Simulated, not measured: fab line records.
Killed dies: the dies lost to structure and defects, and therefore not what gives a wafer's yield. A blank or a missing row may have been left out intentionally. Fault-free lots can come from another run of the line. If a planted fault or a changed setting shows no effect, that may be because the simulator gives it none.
Problem report in the 8D (eight disciplines) form, filled by code ; flow berkeley-cmos170 ; the parts of the form that need people (team, actions taken, sign-off) are left out

## 1. PROBLEM STATEMENT
At UCB170_CONTACT_COAT_10, spin-speed-rpm averages 1366.2 rpm over 6 wafers from 2 lots, while fault-free wafers read 1499.9 rpm, standard deviation 0.94. That is -99 or more standard deviations from the usual mean.
The step: resist thk 900 nm.
First seen on wafer L321.1, day 9 10:00, on litho-track-01. Wafers with a number at this step in the record: 18, from 6 lots. Rule for "out" (also "out of limits"): further than 4 standard deviations from the usual mean. The rest of the wafers with a number are treated as sound.

## 2. WHAT IT IS, AND WHAT IT ISN'T
question;is;is not
which readings at this step;spin-speed-rpm;dispense-pressure-kPa
which lots;L321, L323;L314, L315, L326, L329
which wafers of those lots;all that have a number;-
read on which tools;litho-track-01;litho-track-04
when;from day 9 10:00;"up to then (6 sound wafers); but 6 sound wafers of L326, L329 came after"

## 3. THE SUSPECTS, EACH WITH WHAT RULES IT OUT
Counting: a tool stays on the suspect list if, at a process step up to the reading, it processed all lots that are out and no sound lot following the first of them.
- rtp-anneal-02 at UCB170_SILICIDE_RTA_04 (time 15 s): kept. It ran every lot that is out, first L321 (day 9 07:02), and no sound lot after that; its last sound lot up to then is L315 (day 7 20:16).
- litho-track-01 at UCB170_CONTACT_COAT_10 (resist thk 900 nm): kept. It ran every lot that is out, first L321 (day 9 10:00), and no sound lot after that; its last sound lot up to then is L315 (day 8 01:00). Out on those wafers are its own readings of spin-speed-rpm.
Remaining after the count are rtp-anneal-02 at UCB170_SILICIDE_RTA_04 and litho-track-01 at UCB170_CONTACT_COAT_10.

## 4. THE CAUSE (what the simulator had put in)
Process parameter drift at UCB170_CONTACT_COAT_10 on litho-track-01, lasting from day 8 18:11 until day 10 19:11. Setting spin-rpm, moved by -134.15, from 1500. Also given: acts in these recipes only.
Counting leaves 2 suspects; this tool is one of them.

## 5. THE EFFECT CHAIN, in route order
One row per reading whose mean, taken over the struck wafers that have a number, lies over 3 standard deviations from the usual. Only readings for which the record gives a usual standard deviation are gone through. hours: the time from each lot's start at the first step in this table that gives one to its start at this step, as a median over the lots. sigmas: the change in usual standard deviations.
hours;step;reading;usual;on struck wafers;change;sigmas
0;UCB170_CONTACT_COAT_10;spin-speed-rpm;1499.9 rpm;1366.2;-133.7;-99 or more
It contains these process steps:
- UCB170_CONTACT_COAT_10: resist thk 900 nm.
Later measuring or inspecting steps at which every struck wafer that the step has a row for has a number for every such reading, and none has moved that far: UCB170_CONTACT_CD_MEAS_15, UCB170_CONTACT_OVL_MEAS_16.

## 6. WHAT WOULD HAVE CAUGHT IT SOONER
16 hours passed between the start of the fault at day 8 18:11 and the first reading out of limits in this record, taken at day 9 10:00.
